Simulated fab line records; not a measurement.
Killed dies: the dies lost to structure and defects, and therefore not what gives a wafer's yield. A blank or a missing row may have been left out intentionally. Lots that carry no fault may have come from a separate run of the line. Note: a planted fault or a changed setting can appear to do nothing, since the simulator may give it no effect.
Comparing a struck lot with a sound one :: flow berkeley cmos170 :: 14 steps out of a route of 331
Sound: wafers L965.1, L965.3, L965.6. The struck wafers were L971.2, L971.3, L971.6. The cause comes at the end.
Each step with rows lists, per side, the tool, then ch with its chambers, then its first start. Under that, the readings that differ: sound wafers :: struck wafers :: difference of the means :: sigmas: that difference in standard deviations of wafers without a fault.
alike: readings whose means differ by less than 2 such deviations, and words and numbers that are the same on both sides. not compared: withheld readings, readings that some wafer has no value for, bounds like >300 that may hide the same value, and numbers for which the record gives no deviation and whose values overlap.
Wherever a step has rows on one side only, a row that says differs or no value, or a row with sigmas, the two part there. Numbers that don't overlap but have no deviation are shown without sigmas and don't part them. Lack of a reading on every wafer of one side parts them only where that side has two or more wafers.

first, 2 steps without rows for these wafers: UCB170_NLDD_IMPLANT_08; UCB170_NLDD_IMPLANT_09.
UCB170_NLDD_STRIP_10: strips in O2.
  sound on plasma asher-01 ch 0,1, day 8 06:38; struck on plasma asher-01 ch 0,1, day 9 06:20
  alike: drypump motor current A, oes product au, strip time to endpoint s
  not compared: rf hours counter h
UCB170_NLDD_TW_MEAS_11:
  sound on film metro-02, day 8 06:44; struck on film metro-02, day 9 06:26
  alike: NLDD_TW
then, 1 step without rows for these wafers: UCB170_NLDD_CLEAN_12 (cleans in SPM, time 600 s).
UCB170_SPACER_CVD_00: deposits SiO2 from TEOS/O2, target thk 376 nm, time 45.89 s.
  sound on pecvd-03 ch 0,2, day 8 06:59; struck on pecvd-04 ch 0,1, day 9 06:56
  alike: heater power w
UCB170_SPACER_THK_MEAS_01:
  sound on film metro-02, day 8 07:01; struck on film metro-03, day 9 06:59
  alike: SPACER_TEOS_THK
then, 1 step without rows for these wafers: UCB170_SPACER_ANNEAL_02 (time 1800 s).
UCB170_SPACER_ETCHBACK_03: etches SiO2 in CHF3/CF4/Ar, stops on Si, target depth 376 nm, time 100 s.
  sound on rie diel-02 ch 1,2,3, day 8 14:00; struck on rie diel-03 ch 0,1, day 9 12:02
  alike: drypump motor current A, oes product au, throttle valve pct
  not compared: rf hours counter h
then, 3 steps without rows for these wafers: UCB170_PSD_HMDS_00 (prime time 60 s); UCB170_PSD_COAT_01 (resist thk 900 nm); UCB170_PSD_SOFTBAKE_02 (time 60 s).
UCB170_PSD_EXPOSE_03: exposes mask PSELECT MOD, target cd 1200 nm.
  struck on krf scanner-01, day 9 12:52; sound on krf scanner-01 ch 0, day 8 14:53
  no value came back on the struck wafers for exposure dose mJ cm2, focus offset nm (nm), stage vel mm s (mm/s); on the sound wafers exposure dose mJ cm2 reads 30.07 30.01 30.00
  alike: mask
after that, 1 step had no rows for these wafers: UCB170_PSD_PEB_04.

WHERE THEY PART
UCB170_PSD_EXPOSE_03 only, going by this record.

WHY: whatever the simulator had introduced
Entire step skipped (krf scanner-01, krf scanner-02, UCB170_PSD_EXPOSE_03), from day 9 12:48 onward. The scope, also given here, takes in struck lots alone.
